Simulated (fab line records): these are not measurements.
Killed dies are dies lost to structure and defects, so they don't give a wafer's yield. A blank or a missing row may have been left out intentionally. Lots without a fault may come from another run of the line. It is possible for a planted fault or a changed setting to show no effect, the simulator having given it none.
Code-filled problem report in 8D (eight disciplines) form | flow ritCmos | the parts of the form that need people (team, actions taken, sign-off) are left out

== 1. PROBLEM STATEMENT ==
At RIT_SPACER_ETCHBACK_05, oesProductAu averages 0.657 a.u. over 2 wafers from 2 lots, while fault-free wafers read 0.842 a.u., standard deviation 0.014. That puts it -13 standard deviations away from the usual mean.
The step: etches Si3N4 in SF6/CHF3, stops on SiO2, target depth 250 nm, time 240 s.
The first sign was on wafer L559.6 at day 5 19:17, on rieDiel-04. Wafers with a number at this step in the record: 18, from 6 lots. By rule, "out" or "out of limits" means more than 4 standard deviations away from the usual mean. The other wafers with a number count as sound.

== 2. WHAT THIS IS AND IS NOT ==
question                    | is               | is not
which readings at this step | oesProductAu     | chamberPressureMTorr, drypumpMotorCurrentA, throttleValvePct
which lots                  | L559, L560       | L548, L553, L558, L561
which wafers of those lots  | L559.6, L560.6   | L559.4, L559.5, L560.2, L560.4
read on which tools         | rieDiel-04       | rieDiel-02, rieDiel-03
when                        | from day 5 19:17 | up to then (11 sound wafers); but 5 sound wafers of L560, L561 came after

== 3. WHAT RULES OUT EACH SUSPECT ==
Counting: a tool at a process step up to the reading stays a suspect if it ran every lot that is out. Sound lots after the first of them don't rule it out here, since some wafers of a struck lot are sound.
- rieDiel-04 at RIT_SPACER_ETCHBACK_05 (etches Si3N4 in SF6/CHF3, stops on SiO2, target depth 250 nm, time 240 s): kept. It ran every lot that is out, first L559 (day 5 19:17); its last sound lot up to then is L548 (day 3 22:00). On those wafers its own readings are out: oesProductAu.
- In rieDiel-04 at RIT_SPACER_ETCHBACK_05, the wafers that are out were processed in chamber 0 and their sound lot-mates in chambers 1, 3.
Remaining after the count: rieDiel-04 at RIT_SPACER_ETCHBACK_05.

== 4. THE CAUSE (what the simulator had put in) ==
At RIT_SPACER_ETCHBACK_05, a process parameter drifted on rieDiel-04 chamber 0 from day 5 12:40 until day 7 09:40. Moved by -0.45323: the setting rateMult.
Counting left only this tool.

== 5. THE EFFECT CHAIN, in route order ==
One row per reading whose mean, taken over the struck wafers that have a number, lies over 3 standard deviations from the usual. Readings are gone through only where the record gives a usual standard deviation; hours: the median, over the lots, of the time from a lot's start at the first step in this table giving one to that lot's start at this step; sigmas: the change measured in usual standard deviations.
hours | step                   | reading      | usual      | on struck wafers | change | sigmas
0     | RIT_SPACER_ETCHBACK_05 | oesProductAu | 0.842 a.u. | 0.657            | -0.185 | -13
Process steps it contains:
- RIT_SPACER_ETCHBACK_05: etches Si3N4 in SF6/CHF3, stops on SiO2, target depth 250 nm, time 240 s.

== 6. HOW IT WOULD HAVE BEEN CAUGHT EARLIER ==
In this record no reading fell out of limits until day 5 19:17, 7 hours after the fault had begun at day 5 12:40.
